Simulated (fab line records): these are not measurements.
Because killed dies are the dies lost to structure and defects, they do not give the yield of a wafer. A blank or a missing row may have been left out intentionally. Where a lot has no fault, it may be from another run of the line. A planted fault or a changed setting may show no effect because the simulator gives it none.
One fault through the eyes of 2 desks	flow berkeley-cmos170	each desk has only its own numbers; what lay behind them comes last

## AT THE METROLOGY DESK
What the gauges read, lot by lot, whatever tool the lot ran on: means of the sampled wafers that have a number. Any lot whose mean is over 4 standard deviations away from the usual mean is out of limits and marked OUT; that distance is given in the brackets.
Columns: A = V2_BOW at UCB170_V2_BOW_MEAS_03, usual 38 um; B = V2_POLISHED_THK at UCB170_V2_THK_MEAS_04, usual 1000.8 nm; C = cd-nm at UCB170_V2_CD_MEAS_12, usual 700.6 nm; D = V2_OVL at UCB170_V2_OVL_MEAS_13, usual -1 nm; E = cd-nm at UCB170_V2_CD_MEAS_90, usual 700.6 nm
lot	first seen here	A	B	C	D	E
L240	day 9 14:17	34	1001.2	697.7	-1	697.3
L238	day 9 14:32	25	1000.1	700.3	-2	700.0
L245	day 10 10:28	37	1000.8	701.2	3	700.8
L248	day 11 06:13	37	1001.3	699.6	0	699.5
L257	day 12 17:32	35	1002.2	700.9	-2	701.5
L258	day 13 03:50	39	1001.9	700.5	3	700.4
Result from this desk: across the 6 lots, nothing is out of limits.

## AT THE TOOL OWNER'S DESK: plasma-asher-04
The tool's own readings at UCB170_V2_STRIP_15 (strips in O2): means of the sampled wafers that have a number, for each lot that ran on this tool. Any lot whose mean is over 4 standard deviations away from the usual mean is out of limits and marked OUT; that distance is given in the brackets.
Columns: A = drypump-motor-current-A at UCB170_V2_STRIP_15, usual 5.7 A; B = o2-flow-sccm at UCB170_V2_STRIP_15, usual 400.1 sccm; C = oes-product-au at UCB170_V2_STRIP_15, usual 0.722 a.u.; D = strip-time-to-endpoint-s at UCB170_V2_STRIP_15, usual 15.35 s
lot	first seen here	A	B	C	D
L240	day 9 17:59	5.5	399.7	0.721	15.39
L245	day 10 12:52	5.5	202.1 (-99 or more) OUT	0.663 (-14) OUT	17.39 (+19) OUT
L248	day 11 10:32	5.5	200.7 (-99 or more) OUT	0.661 (-14) OUT	17.47 (+19) OUT
This desk's finding: out of limits on L245, L248; first on L245, day 10 12:52 (o2-flow-sccm at UCB170_V2_STRIP_15). L240: within limits.

## PUT TOGETHER
The tool owner's desk had the chance to raise an alarm at day 10 12:52 on L245, L248.
The metrology desk saw nothing out of limits.
The metrology desk has L245, L248 on record, within its limits.
UCB170_V2_STRIP_15 was run on plasma-asher-04 by each of the lots named.

## WHAT WAS PUT IN BY THE SIMULATOR
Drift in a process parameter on plasma-asher-04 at UCB170_V2_STRIP_15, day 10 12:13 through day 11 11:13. From 400, the setting o2-flow-sccm moved by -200. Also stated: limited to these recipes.
Lots struck among those shown: L245, L248.
Each desk's first reading out of limits, in hours after the fault started: the tool owner's desk, 1.
